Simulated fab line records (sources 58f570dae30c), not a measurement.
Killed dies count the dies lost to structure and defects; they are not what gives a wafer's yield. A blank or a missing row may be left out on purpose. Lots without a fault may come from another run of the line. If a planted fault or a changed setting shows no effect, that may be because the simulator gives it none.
What tool caused it? || flow berkeleyCmos170 || 15 lots, 45 wafers sampled, at 5 steps of a route of 331

WHAT THE GAUGES SHOWED, per wafer
UCB170_PLDD_OVL_MEAS_07.
{"lot": "L823", "measured": "day 7 05:19", "on": "overlay-01", "PLDD_OVL (nm)": "-4 2 -1"}
{"lot": "L822", "measured": "day 7 05:26", "on": "overlay-01", "PLDD_OVL (nm)": "2 3 -1"}
{"lot": "L824", "measured": "day 7 17:07", "on": "overlay-01", "PLDD_OVL (nm)": "-2 -3 -3"}
{"lot": "L825", "measured": "day 8 06:19", "on": "overlay-02", "PLDD_OVL (nm)": "3 -6 -8"}
{"lot": "L827", "measured": "day 8 06:35", "on": "overlay-01", "PLDD_OVL (nm)": "8 4 -1"}
{"lot": "L826", "measured": "day 8 06:58", "on": "overlay-02", "PLDD_OVL (nm)": "3 4 -1"}
{"lot": "L828", "measured": "day 8 20:35", "on": "overlay-01", "PLDD_OVL (nm)": "1 0 -1"}
{"lot": "L830", "measured": "day 9 04:48", "on": "overlay-01", "PLDD_OVL (nm)": "-2 -1 3"}
{"lot": "L833", "measured": "day 10 02:00", "on": "overlay-02", "PLDD_OVL (nm)": "1 4 5"}
{"lot": "L837", "measured": "day 10 07:58", "on": "overlay-01", "PLDD_OVL (nm)": "11 2 10"}
{"lot": "L840", "measured": "day 11 10:34", "on": "overlay-01", "PLDD_OVL (nm)": "92 97 92"}
{"lot": "L842", "measured": "day 11 15:33", "on": "overlay-02", "PLDD_OVL (nm)": "103 112 102"}
{"lot": "L843", "measured": "day 11 15:44", "on": "overlay-02", "PLDD_OVL (nm)": "107 103 103"}
{"lot": "L845", "measured": "day 12 00:28", "on": "overlay-02", "PLDD_OVL (nm)": "1 6 8"}
{"lot": "L844", "measured": "day 12 00:39", "on": "overlay-01", "PLDD_OVL (nm)": "3 -2 -2"}

UCB170_NLDD_OVL_MEAS_07.
{"lot": "L823", "measured": "day 7 07:56", "on": "overlay-01", "NLDD_OVL (nm)": "8 2 2"}
{"lot": "L822", "measured": "day 7 08:33", "on": "overlay-01", "NLDD_OVL (nm)": "1 -3 -6"}
{"lot": "L824", "measured": "day 7 19:09", "on": "overlay-01", "NLDD_OVL (nm)": "4 7 4"}
{"lot": "L825", "measured": "day 8 07:59", "on": "overlay-02", "NLDD_OVL (nm)": "-6 2 -2"}
{"lot": "L827", "measured": "day 8 08:21", "on": "overlay-01", "NLDD_OVL (nm)": "3 13 5"}
{"lot": "L826", "measured": "day 8 08:41", "on": "overlay-01", "NLDD_OVL (nm)": "3 3 7"}
{"lot": "L828", "measured": "day 8 22:16", "on": "overlay-01", "NLDD_OVL (nm)": "-1 1 -2"}
{"lot": "L830", "measured": "day 9 06:38", "on": "overlay-02", "NLDD_OVL (nm)": "-5 -2 4"}
{"lot": "L833", "measured": "day 10 04:10", "on": "overlay-02", "NLDD_OVL (nm)": "12 17 4"}
{"lot": "L837", "measured": "day 10 11:20", "on": "overlay-02", "NLDD_OVL (nm)": "12 7 11"}
{"lot": "L840", "measured": "day 11 12:40", "on": "overlay-02", "NLDD_OVL (nm)": "8 8 7"}
{"lot": "L842", "measured": "day 11 18:11", "on": "overlay-01", "NLDD_OVL (nm)": "0 12 7"}
{"lot": "L843", "measured": "day 11 18:14", "on": "overlay-02", "NLDD_OVL (nm)": "13 3 11"}
{"lot": "L845", "measured": "day 12 02:21", "on": "overlay-01", "NLDD_OVL (nm)": "-5 4 -10"}
{"lot": "L844", "measured": "day 12 02:37", "on": "overlay-01", "NLDD_OVL (nm)": "5 6 9"}

UCB170_CONTACT_OVL_MEAS_16.
{"lot": "L823", "measured": "day 8 03:36", "on": "overlay-01", "CONTACT_OVL (nm)": "-8 -11 -13"}
{"lot": "L822", "measured": "day 8 03:52", "on": "overlay-02", "CONTACT_OVL (nm)": "-3 -9 -5"}
{"lot": "L824", "measured": "day 8 13:46", "on": "overlay-01", "CONTACT_OVL (nm)": "-1 -12 -4"}
{"lot": "L825", "measured": "day 9 01:30", "on": "overlay-01", "CONTACT_OVL (nm)": "1 -8 1"}
{"lot": "L827", "measured": "day 9 02:24", "on": "overlay-02", "CONTACT_OVL (nm)": "-12 -8 -13"}
{"lot": "L826", "measured": "day 9 02:05", "on": "overlay-01", "CONTACT_OVL (nm)": "-17 -16 -11"}
{"lot": "L828", "measured": "day 9 16:42", "on": "overlay-01", "CONTACT_OVL (nm)": "-18 -9 -7"}
{"lot": "L830", "measured": "day 10 00:30", "on": "overlay-02", "CONTACT_OVL (nm)": "-2 -10 0"}
{"lot": "L833", "measured": "day 10 21:20", "on": "overlay-01", "CONTACT_OVL (nm)": "-9 -1 -4"}
{"lot": "L837", "measured": "day 11 01:22", "on": "overlay-02", "CONTACT_OVL (nm)": "-3 -9 -5"}
{"lot": "L840", "measured": "day 12 07:50", "on": "overlay-02", "CONTACT_OVL (nm)": "-10 -14 -15"}
{"lot": "L842", "measured": "day 12 14:59", "on": "overlay-02", "CONTACT_OVL (nm)": "-13 -9 -6"}
{"lot": "L843", "measured": "day 12 11:16", "on": "overlay-02", "CONTACT_OVL (nm)": "-4 -13 0"}
{"lot": "L845", "measured": "day 12 21:13", "on": "overlay-02", "CONTACT_OVL (nm)": "-6 -9 -4"}
{"lot": "L844", "measured": "day 12 20:47", "on": "overlay-02", "CONTACT_OVL (nm)": "-8 -8 -9"}

WHAT TOOL EACH LOT RAN ON (gives the tool, then ch and the chambers of the sampled wafers, and finally the start)
{"lot": "L823", "UCB170_PLDD_EXPOSE_03": "krfScanner-01 ch 0, day 7 04:28", "UCB170_SPACER_CVD_00": "pecvd-02 ch 1,2, day 7 08:46"}
{"lot": "L822", "UCB170_PLDD_EXPOSE_03": "krfScanner-01 ch 0, day 7 04:34", "UCB170_SPACER_CVD_00": "pecvd-01 ch 0,1,2, day 7 09:22"}
{"lot": "L824", "UCB170_PLDD_EXPOSE_03": "krfScanner-02 ch 0, day 7 15:52", "UCB170_SPACER_CVD_00": "pecvd-02 ch 1,2, day 7 21:27"}
{"lot": "L825", "UCB170_PLDD_EXPOSE_03": "krfScanner-01 ch 0, day 8 05:19", "UCB170_SPACER_CVD_00": "pecvd-02 ch 0,1,2, day 8 08:39"}
{"lot": "L827", "UCB170_PLDD_EXPOSE_03": "krfScanner-01 ch 0, day 8 05:40", "UCB170_SPACER_CVD_00": "pecvd-02 ch 0,1, day 8 09:01"}
{"lot": "L826", "UCB170_PLDD_EXPOSE_03": "krfScanner-01 ch 0, day 8 06:08", "UCB170_SPACER_CVD_00": "pecvd-02 ch 0,1, day 8 09:20"}
{"lot": "L828", "UCB170_PLDD_EXPOSE_03": "krfScanner-02 ch 0, day 8 20:02", "UCB170_SPACER_CVD_00": "pecvd-02 ch 0,1,2, day 8 22:58"}
{"lot": "L830", "UCB170_PLDD_EXPOSE_03": "krfScanner-02 ch 0, day 9 03:50", "UCB170_SPACER_CVD_00": "pecvd-01 ch 0,1, day 9 07:19"}
{"lot": "L833", "UCB170_PLDD_EXPOSE_03": "krfScanner-01 ch 0, day 10 01:22", "UCB170_SPACER_CVD_00": "pecvd-02 ch 0,1, day 10 05:12"}
{"lot": "L837", "UCB170_PLDD_EXPOSE_03": "krfScanner-02 ch 0, day 10 06:50", "UCB170_SPACER_CVD_00": "pecvd-03 ch 1,2, day 10 11:59"}
{"lot": "L840", "UCB170_PLDD_EXPOSE_03": "krfScanner-01 ch 0, day 11 09:53", "UCB170_SPACER_CVD_00": "pecvd-02 ch 0,1,2, day 11 13:32"}
{"lot": "L842", "UCB170_PLDD_EXPOSE_03": "krfScanner-01 ch 0, day 11 14:56", "UCB170_SPACER_CVD_00": "pecvd-01 ch 0,1, day 11 19:02"}
{"lot": "L843", "UCB170_PLDD_EXPOSE_03": "krfScanner-01 ch 0, day 11 15:16", "UCB170_SPACER_CVD_00": "pecvd-02 ch 0,2, day 11 18:58"}
{"lot": "L845", "UCB170_PLDD_EXPOSE_03": "krfScanner-02 ch 0, day 11 23:44", "UCB170_SPACER_CVD_00": "pecvd-02 ch 1,2, day 12 03:14"}
{"lot": "L844", "UCB170_PLDD_EXPOSE_03": "krfScanner-02 ch 0, day 12 00:04", "UCB170_SPACER_CVD_00": "pecvd-01 ch 1, day 12 03:37"}
- UCB170_PLDD_EXPOSE_03: exposes mask PSELECT, target cd 1200 nm.
- UCB170_SPACER_CVD_00: deposits SiO2 from TEOS/O2, target thk 376 nm, time 47 s.

AS READ BY THE TOOLS THEMSELVES (means over the sampled wafers that have a number; for cases with no such wafer, the mark the record gives instead)
UCB170_PLDD_EXPOSE_03.
{"lot": "L823", "tool": "krfScanner-01", "stageVelMmS (mm/s)": 499.79}
{"lot": "L822", "tool": "krfScanner-01", "stageVelMmS (mm/s)": 500.11}
{"lot": "L824", "tool": "krfScanner-02", "stageVelMmS (mm/s)": 500.04}
{"lot": "L825", "tool": "krfScanner-01", "stageVelMmS (mm/s)": 499.56}
{"lot": "L827", "tool": "krfScanner-01", "stageVelMmS (mm/s)": 500.12}
{"lot": "L826", "tool": "krfScanner-01", "stageVelMmS (mm/s)": 500.22}
{"lot": "L828", "tool": "krfScanner-02", "stageVelMmS (mm/s)": 499.97}
{"lot": "L830", "tool": "krfScanner-02", "stageVelMmS (mm/s)": 499.90}
{"lot": "L833", "tool": "krfScanner-01", "stageVelMmS (mm/s)": 499.67}
{"lot": "L837", "tool": "krfScanner-02", "stageVelMmS (mm/s)": 500.02}
{"lot": "L840", "tool": "krfScanner-01", "stageVelMmS (mm/s)": 500.24}
{"lot": "L842", "tool": "krfScanner-01", "stageVelMmS (mm/s)": 500.21}
{"lot": "L843", "tool": "krfScanner-01", "stageVelMmS (mm/s)": 499.92}
{"lot": "L845", "tool": "krfScanner-02", "stageVelMmS (mm/s)": 500.55}
{"lot": "L844", "tool": "krfScanner-02", "stageVelMmS (mm/s)": 500.01}

UCB170_SPACER_CVD_00.
{"lot": "L823", "tool": "pecvd-02", "heaterPowerW (W)": 243}
{"lot": "L822", "tool": "pecvd-01", "heaterPowerW (W)": 229}
{"lot": "L824", "tool": "pecvd-02", "heaterPowerW (W)": 239}
{"lot": "L825", "tool": "pecvd-02", "heaterPowerW (W)": 256}
{"lot": "L827", "tool": "pecvd-02", "heaterPowerW (W)": 232}
{"lot": "L826", "tool": "pecvd-02", "heaterPowerW (W)": 270}
{"lot": "L828", "tool": "pecvd-02", "heaterPowerW (W)": 260}
{"lot": "L830", "tool": "pecvd-01", "heaterPowerW (W)": 231}
{"lot": "L833", "tool": "pecvd-02", "heaterPowerW (W)": 220}
{"lot": "L837", "tool": "pecvd-03", "heaterPowerW (W)": 381}
{"lot": "L840", "tool": "pecvd-02", "heaterPowerW (W)": 255}
{"lot": "L842", "tool": "pecvd-01", "heaterPowerW (W)": 199}
{"lot": "L843", "tool": "pecvd-02", "heaterPowerW (W)": 227}
{"lot": "L845", "tool": "pecvd-02", "heaterPowerW (W)": 259}
{"lot": "L844", "tool": "pecvd-01", "heaterPowerW (W)": 213}

THE ANSWER, worked out from the rows above alone
Rule: the lots themselves supply what counts as usual. The widest of any qualifying gaps counts: lots, ordered by their means at a reading, are off when they make up no more than a third of the lots, leave a main group of 4 or more, and stand apart from it by 3 or more times the standard deviation of that group's means. A main group whose means are all the same, to the digits that the tables above print for the reading, isn't used. Also off: a lot with no number at a reading for which 4 or more lots have one. The other lots that the step has rows for count as sound. First the gauges in route order, then the tools' own readings, where a lot's mean is used as printed above. At the first step where some lot is off, the reading lying furthest off is the one used; lots without a number count as furthest.
Off: L840, L842, L843, seen at UCB170_PLDD_OVL_MEAS_07 (PLDD_OVL). The main group has a mean of 1 nm with a standard deviation of 3.1.
If a tool, at a process step before that reading, ran all the lots that are off and no sound lot after the first of them, it fits. The gauges at UCB170_PLDD_OVL_MEAS_07 are tried like those tools. One candidate fits, namely krfScanner-01 at UCB170_PLDD_EXPOSE_03. A fault onset in the window from L833 (day 10 01:22, its last sound lot) to L840 (day 11 09:53, its first lot off) fits.

WHAT HAD BEEN PUT IN BY THE SIMULATOR
Scanner matching overlay: krfScanner-01, from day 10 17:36 on, at UCB170_PLDD_EXPOSE_03. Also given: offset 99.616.
Lots struck among those shown: L840, L842, L843. The rule above found the same.
